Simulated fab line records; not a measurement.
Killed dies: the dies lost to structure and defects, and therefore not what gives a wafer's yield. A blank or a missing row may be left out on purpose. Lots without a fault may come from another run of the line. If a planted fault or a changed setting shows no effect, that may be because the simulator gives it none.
Split-lot study	flow berkeleyCmos170	route with 331 steps; 5 lots, 23 wafers read

## THE SPLIT
At UCB170_V2_ETCH_14 (etches SiO2 in CHF3/CF4/Ar, stops on Al, target depth 1250 nm, time 291 s), the setting timeS was moved away from the recipe's 291 s on 7 of the 23 wafers read, by -12.4% to +10.3%. For the rest of the wafers, this setting stayed at what the recipe calls for.

The split's own step is where the reading is taken.

## THE READING
KrF_of_V2_COAT_07.thkNm (the simulator's own value, which no gauge read), in nm, at UCB170_V2_ETCH_14 (etches SiO2 in CHF3/CF4/Ar, stops on Al, target depth 1250 nm, time 291 s). No usual value for it is given in the file. Average 610.1 nm, standard deviation 3.8 nm, over the 16 wafers here run with the recipe.

wafer	tool, chamber at the split	timeS as run, s	against the recipe	KrF_of_V2_COAT_07.thkNm, nm	against lot-mates on the recipe
L074.2	rieDiel-01, 0	255	-12.4%	639.8	+33.4
L074.3	rieDiel-01, 2	291	recipe	604.8	-
L074.4	rieDiel-01, 3	291	recipe	611.1	-
L074.5	rieDiel-01, 1	291	recipe	603.3	-
L074.6	rieDiel-01, 2	255	-12.4%	637.6	+31.2
L077.1	rieDiel-01, 1	291	recipe	610.1	-
L077.3	rieDiel-01, 0	291	recipe	615.3	-
L077.4	rieDiel-01, 3	291	recipe	614	-
L077.5	rieDiel-01, 2	291	recipe	615.7	-
L077.6	rieDiel-01, 3	291	recipe	613.8	-
L078.1	rieDiel-01, 0	291	recipe	605	-
L078.2	rieDiel-01, 1	321.1	+10.3%	577.5	-28.5
L078.3	rieDiel-01, 2	321.1	+10.3%	581.5	-24.5
L078.4	rieDiel-01, 3	291	recipe	607.1	-
L078.6	rieDiel-01, 1	321.1	+10.3%	578	-28.0
L082.1	rieDiel-04, 0	291	recipe	611.8	-
L082.3	rieDiel-04, 3	291	recipe	609.6	-
L082.4	rieDiel-04, 1	291	recipe	606.6	-
L083.1	rieDiel-04, 0	311.7	+7.1%	593.9	-17.2
L083.2	rieDiel-04, 1	291	recipe	612.8	-
L083.3	rieDiel-04, 2	311.7	+7.1%	587.9	-23.2
L083.5	rieDiel-04, 1	291	recipe	607.6	-
L083.6	rieDiel-04, 0	291	recipe	612.8	-

FIT RESULTS
A straight line over all 23 wafers: KrF_of_V2_COAT_07.thkNm changes by -2.65 nm for each +1% of timeS; r = -0.97; the points scatter about the line by 3.9 nm.
The same after taking each lot's own level away (the mean of its wafers on the recipe; 23 wafers): -2.64 nm for each +1%; r = -0.99; scatter 2.4 nm.
Per that fit: largest timeS move, reading shift of 33 nm.
The span of the lots' own levels, 606.05 to 613.78 nm, comes to 2.0 times the standard deviation stated above.
Hence the lot-to-lot level has little effect on the slope; both slopes agree.
Check: for one of the wafers moved furthest among these (-12.4%), held out of the fit, the line's prediction against its lot-mates is +32.2 nm. Against them it came out at +33.4 nm.

## THE OTHER SPLITS THESE WAFERS WENT THROUGH
Other splits were also applied to these wafers ahead of the reading. Each is held against what the fit with the lots' levels taken away leaves over:
other split on the same wafers	wafers away from the commonest value	r with KrF_of_V2_COAT_07.thkNm (lot level and that fit taken away)
UCB170_V1_EXPOSE_09 doseMj	5	-0.16
UCB170_M2_SPUTTER_01 chamberPressurePa	18	+0.06
UCB170_V2_EXPOSE_09 doseMj	8	-0.23

## THE WHOLE CHAIN: every reading that the file lists as answering this split, in the file's order
step	what it does	reading	change (the file's fit)	r (the file's)
UCB170_V2_ETCH_14	etches SiO2 in CHF3/CF4/Ar, stops on Al, target depth 1250 nm, time 291 s	KrF_of_V2_COAT_07.thkNm (the simulator's own value, which no gauge read)	-2.65 nm for each +1% of the setting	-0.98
UCB170_V2_STRIP_15	strips in O2	stripTimeToEndpointS	withheld for each +1% of the setting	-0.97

## FILE'S OWN FIT
KrF_of_V2_COAT_07.thkNm changes by -2.65 nm for each +1% of timeS, r = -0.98.
